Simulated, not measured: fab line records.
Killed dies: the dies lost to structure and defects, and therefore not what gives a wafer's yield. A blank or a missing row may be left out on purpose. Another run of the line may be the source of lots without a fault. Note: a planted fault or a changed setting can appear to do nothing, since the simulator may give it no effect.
Which of the tools did it?	flow berkeley_cmos170	21 wafers from 7 lots sampled at 3 of the route's 331 steps

## WHAT THE GAUGES SHOWED, per wafer
UCB170_CONTACT_THK_MEAS_02.
lot	measured	on	CONTACT_PSG_THK (nm)
L708	day 8 03:37	film_metro-02	691 692 695
L710	day 8 19:36	film_metro-01	692 695 698
L717	day 10 03:42	film_metro-01	701 706 706
L719	day 10 04:48	film_metro-04	744 747 744
L722	day 10 19:03	film_metro-02	703 711 704
L726	day 11 23:43	film_metro-02	694 697 691
L729	day 12 16:50	film_metro-01	711 710 703

## WHAT TOOL EACH LOT RAN ON (gives the tool, then ch and the chambers of the sampled wafers, and finally the start)
lot	UCB170_ACTIVE_STRIP_16	UCB170_CONTACT_CVD_01
L708	plasma_asher-01 ch 0,1, day 4 23:19	lpcvd-02 ch 1, day 8 01:49
L710	plasma_asher-04 ch 0,1, day 5 07:35	lpcvd-01 ch 0, day 8 17:49
L717	plasma_asher-03 ch 0,1, day 7 06:38	lpcvd-02 ch 1, day 10 01:53
L719	plasma_asher-04 ch 0,1, day 7 07:01	lpcvd-01 ch 1, day 10 03:01
L722	plasma_asher-04 ch 0,1, day 8 06:14	lpcvd-02 ch 1, day 10 17:15
L726	plasma_asher-01 ch 0,1, day 9 01:28	lpcvd-02 ch 1, day 11 21:56
L729	plasma_asher-01 ch 0,1, day 9 14:05	lpcvd-02 ch 0, day 12 15:03
- UCB170_ACTIVE_STRIP_16: strips in O2.
- UCB170_CONTACT_CVD_01: deposits PSG from SiH4/O2/PH3, target thk 700 nm, time 2820 s.

## THE ANSWER, worked out from the rows above alone
Rule: usual is defined by the lots themselves. The widest of any qualifying gaps counts: lots, ordered by their means at a reading, are off when they make up no more than a third of the lots, leave a main group of 4 or more, and stand apart from it by 3 or more times the standard deviation of that group's means. A main group whose means are all the same, to the digits that the tables above print for the reading, isn't used. A lot without any number at a reading at which 4 lots or more have one is off too. Where the step has rows for the other lots, those lots are counted as sound.
Off: L719, seen at UCB170_CONTACT_THK_MEAS_02 (CONTACT_PSG_THK). The main group: mean 700 nm, standard deviation 6.2.
A tool fits if, at a process step before that reading, it ran every lot that is off, and no sound lot after the first of them. Gauges at UCB170_CONTACT_THK_MEAS_02: tried the same way as those tools. Can't be told from this: 2 tools fit, lpcvd-01 at UCB170_CONTACT_CVD_01, film_metro-04 at UCB170_CONTACT_THK_MEAS_02.

## WHAT THE SIMULATOR HAD INSERTED
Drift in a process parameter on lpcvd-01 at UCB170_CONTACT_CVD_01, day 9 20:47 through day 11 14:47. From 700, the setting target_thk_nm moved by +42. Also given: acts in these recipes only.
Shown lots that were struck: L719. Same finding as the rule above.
